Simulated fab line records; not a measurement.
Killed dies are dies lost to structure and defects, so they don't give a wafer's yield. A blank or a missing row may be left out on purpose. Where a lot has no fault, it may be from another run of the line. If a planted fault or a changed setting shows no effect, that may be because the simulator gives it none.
2 desks, one fault / flow rit-cmos / each desk has only its own numbers; what lay behind them comes last

## METROLOGY DESK
What the gauges read, lot by lot, whatever tool the lot ran on: means of the sampled wafers that have a number. The brackets show how far a lot's mean lies from the usual mean; more than 4 standard deviations puts the lot out of limits, marked OUT.
Columns: A = PWELL_OVL at RIT_PWELL_OVL_MEAS_06, usual -0.1 nm; B = NSD_TW at RIT_NSD_TW_MEAS_10, usual 3172; C = cd-nm at RIT_M1_CD_MEAS_90, usual 2600.0 nm
lot=L841; first seen here=day 2 00:53; A=-1.7; B=3151; C=2602.4
lot=L842; first seen here=day 2 04:37; A=-0.4; B=3106; C=2600.3
lot=L843; first seen here=day 2 08:41; A=-0.4; B=3195; C=2601.9
lot=L844; first seen here=day 2 13:59; A=0.1; B=3152; C=2605.1
lot=L845; first seen here=day 2 21:49; A=0.0; B=3182; C=2602.5
lot=L851; first seen here=day 3 23:57; A=-0.6; B=3133; C=2618.8 (+7.0) OUT
lot=L854; first seen here=day 5 00:05; A=-0.0; B=3202; C=2607.3
lot=L855; first seen here=day 5 03:19; A=-1.0; B=3216; C=2598.4
lot=L856; first seen here=day 5 07:03; A=-0.2; B=3214; C=2601.4
lot=L858; first seen here=day 5 14:40; A=0.4; B=3206; C=2599.3
lot=L859; first seen here=day 5 17:49; A=0.9; B=3126; C=2596.7
lot=L861; first seen here=day 6 05:12; A=0.6; B=3221; C=2599.7
lot=L862; first seen here=day 6 08:32; A=0.7; B=3134; C=2602.5
lot=L864; first seen here=day 6 20:05; A=-0.5; B=3139; C=2598.9
This desk's finding: out of limits on L851; first on L851, day 5 16:44 (cd-nm at RIT_M1_CD_MEAS_90). L841, L842, L843, L844, L845, L854, L855, L856, L858, L859, L861, L862, L864: within limits.

## FOR THE TOOL OWNER'S DESK: rie-metal-02
The tool's own readings at RIT_M1_METAL_ETCH_12 (etches Al in Cl2/BCl3, stops on SiO2, time 168.9 s, target depth 600 nm): means of the sampled wafers that have a number, for each lot that ran on this tool. The brackets show how far a lot's mean lies from the usual mean; more than 4 standard deviations puts the lot out of limits, marked OUT.
Columns: A = drypump-motor-current-A at RIT_M1_METAL_ETCH_12, usual 5.4 A; B = oes-product-au at RIT_M1_METAL_ETCH_12, usual 0.769 a.u.; C = throttle-valve-pct at RIT_M1_METAL_ETCH_12, usual 8.34 %
lot=L842; first seen here=day 3 15:37; A=5.3; B=0.782; C=8.32
lot=L845; first seen here=day 4 07:29; A=5.2; B=0.779; C=8.31
lot=L851; first seen here=day 5 16:14; A=5.0; B=0.753; C=8.26
lot=L854; first seen here=day 6 10:40; A=5.2; B=0.770; C=8.31
lot=L856; first seen here=day 6 21:59; A=5.4; B=0.778; C=8.34
Result from this desk: across the 5 lots, nothing is out of limits.

## ALL TOGETHER
At day 5 16:44 the metrology desk could have sounded an alarm, on L851.
Nothing out of limits was seen by the tool owner's desk.
On record at the tool owner's desk: L851, within its limits.
Every lot named ran RIT_M1_METAL_ETCH_12 on rie-metal-02.

## WHAT THE SIMULATOR HAD PUT IN
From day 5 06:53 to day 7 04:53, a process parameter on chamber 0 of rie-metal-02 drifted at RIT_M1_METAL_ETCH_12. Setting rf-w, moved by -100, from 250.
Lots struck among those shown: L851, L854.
Delay in hours, fault start to first out-of-limits reading, per desk: metrology desk 10.
